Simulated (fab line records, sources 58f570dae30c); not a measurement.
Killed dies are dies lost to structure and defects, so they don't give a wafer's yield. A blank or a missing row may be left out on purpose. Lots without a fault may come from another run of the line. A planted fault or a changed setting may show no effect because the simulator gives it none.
One fault seen from 2 desks | flow berkeley_cmos170 | each desk has only its own numbers; what lay behind them comes last

THE TOOL OWNER'S DESK: implanter-04
The tool's own readings at UCB170_PVT_IMPLANT_07: means of the sampled wafers that have a number, for each lot that ran on this tool. A lot is out of limits, marked OUT, if its mean lies more than 4 standard deviations from the usual mean; the brackets give that distance.
Columns: A = beam_energy_keV at UCB170_PVT_IMPLANT_07, usual 29.998; B = dose_ions_cm2 at UCB170_PVT_IMPLANT_07, usual 2e+12; C = faraday_current_uA at UCB170_PVT_IMPLANT_07, usual 6.34; D = tilt_deg at UCB170_PVT_IMPLANT_07, usual 7.002 degrees
lot  | first seen here | A      | B               | C    | D
L878 | day 5 12:45     | 29.991 | 2e+12           | 6.31 | 7.031
L890 | day 7 11:33     | 30.005 | 2e+12 (-41) OUT | 5.91 | 7.007
L891 | day 8 14:13     | 30.009 | 2e+12 (-41) OUT | 6.01 | 6.982
This desk's finding: out of limits on L890, L891; first on L890, day 7 11:33 (dose_ions_cm2 at UCB170_PVT_IMPLANT_07). In limits: L878.

THE METROLOGY DESK
What the gauges read, lot by lot, whatever tool the lot ran on: means of the sampled wafers that have a number. A lot is out of limits, marked OUT, if its mean lies more than 4 standard deviations from the usual mean; the brackets give that distance.
Columns: A = SCREENOX_OXIDE_THK at UCB170_SCREENOX_THK_MEAS_02, usual 14.49 nm
lot  | first seen here | A
L878 | day 5 06:39     | 15.02
L879 | day 5 06:39     | 14.05
L877 | day 5 06:40     | 14.48
L880 | day 5 06:43     | 14.38
L883 | day 5 22:58     | 14.65
L890 | day 7 04:35     | 14.91
L891 | day 8 05:45     | 13.98
L896 | day 9 12:29     | 14.54
L899 | day 9 18:28     | 14.62
L900 | day 10 04:53    | 14.44
This desk's finding: nothing out of limits on any of the 10 lots.

PUT TOGETHER
The tool owner's desk could have raised an alarm at day 7 11:33, on L890, L891.
The metrology desk saw nothing out of limits.
The metrology desk has L890, L891 on record, within its limits.
Of the lots named, all ran UCB170_PVT_IMPLANT_07 on implanter-04.

WHAT THE SIMULATOR HAD PUT IN
Process parameter drift: implanter-04, from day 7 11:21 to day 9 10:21, at UCB170_PVT_IMPLANT_07. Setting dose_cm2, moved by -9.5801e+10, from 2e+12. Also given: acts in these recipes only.
Lots struck among those shown: L890, L891.
Hours from the fault's start to each desk's first reading out of limits: the tool owner's desk, 0.
